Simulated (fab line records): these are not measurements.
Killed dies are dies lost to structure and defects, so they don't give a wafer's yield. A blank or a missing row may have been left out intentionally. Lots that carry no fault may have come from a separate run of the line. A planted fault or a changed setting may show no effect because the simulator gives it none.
Which tool was responsible? | flow rit_cmos | Sampling: 14 lots, 42 wafers, 2 of 202 route steps

== WHAT THE GAUGES READ, wafer by wafer ==
RIT_NWELL_OVL_MEAS_06.
lot  | measured    | on         | NWELL_OVL (nm)
L911 | day 2 05:07 | overlay-02 | -3.2 -1.0 -2.8
L912 | day 2 06:52 | overlay-02 | -0.7 -2.2 0.1
L915 | day 3 00:49 | overlay-02 | -1.3 0.6 0.0
L916 | day 3 02:48 | overlay-02 | -2.3 -2.9 0.4
L923 | day 4 10:02 | overlay-01 | 0.6 -0.5 -0.5
L924 | day 4 15:05 | overlay-02 | 0.9 0.3 -0.5
L925 | day 4 21:10 | overlay-01 | -3.3 -1.6 0.2
L926 | day 5 00:51 | overlay-02 | -1.3 0.6 0.4
L927 | day 5 05:49 | overlay-02 | -1.6 -1.9 -2.4
L928 | day 5 11:29 | overlay-01 | -1.4 0.4 2.0
L929 | day 5 15:01 | overlay-02 | -3.7 -1.7 -1.2
L931 | day 6 03:12 | overlay-02 | 0.0 -0.7 -0.7
L932 | day 6 10:55 | overlay-02 | -0.1 -2.3 -1.2
L933 | day 6 18:17 | overlay-01 | 0.2 -0.3 2.0

RIT_PWELL_OVL_MEAS_06.
lot  | measured    | on         | PWELL_OVL (nm)
L911 | day 2 06:44 | overlay-02 | -0.7 1.0 0.1
L912 | day 2 08:38 | overlay-01 | -1.8 -0.9 -1.5
L915 | day 3 02:29 | overlay-01 | -0.7 -1.0 -0.6
L916 | day 3 04:38 | overlay-01 | -1.5 0.1 -2.1
L923 | day 4 11:43 | overlay-02 | 0.1 -3.0 -1.1
L924 | day 4 16:46 | overlay-01 | -3.2 -1.3 -2.0
L925 | day 4 22:47 | overlay-02 | -3.8 -1.5 -1.9
L926 | day 5 02:32 | overlay-02 | -2.6 -2.6 -3.5
L927 | day 5 07:39 | overlay-01 | -3.4 -0.9 -2.2
L928 | day 5 13:10 | overlay-01 | 1.0 0.7 -1.0
L929 | day 5 16:38 | overlay-02 | -1.9 0.2 -0.9
L931 | day 6 05:00 | overlay-02 | -1.0 -2.8 -2.2
L932 | day 6 12:28 | overlay-02 | -3.7 -1.9 -0.3
L933 | day 6 19:50 | overlay-01 | 1.2 -1.2 -0.1

== WHAT TOOL EACH LOT RAN ON (gives the tool, then ch and the chambers of the sampled wafers, and finally the start) ==
There is no process step in the record ahead of these readings.

== AS READ BY THE TOOLS THEMSELVES (means over the sampled wafers that have a number; for cases with no such wafer, the mark the record gives instead) ==
The record holds no such reading with a usual standard deviation.

== THE ANSWER, worked out from the rows above alone ==
Rule: usual is defined by the lots themselves. Put in order of their means at a reading, lots are off if they are a third of the lots or fewer, leave a main group of 4 or more, and stand apart from it by a gap of 3 or more times the standard deviation of the main group's means; of several such gaps the widest counts. A main group is skipped when, at the precision printed for the reading in the tables above, its means are all equal. Also off: a lot with no number at a reading for which 4 or more lots have one. Any other lot the step has rows for is counted as sound. Order of review: gauges by route order, followed by the tools' own readings, for which a lot's mean as printed above is used. The first step at which some lot is off is used, and at that step the reading that is off furthest; a lot without a number counts as furthest.
No lot is off at any reading shown: from this, nothing can be told.

== WHAT THE SIMULATOR HAD PUT IN ==
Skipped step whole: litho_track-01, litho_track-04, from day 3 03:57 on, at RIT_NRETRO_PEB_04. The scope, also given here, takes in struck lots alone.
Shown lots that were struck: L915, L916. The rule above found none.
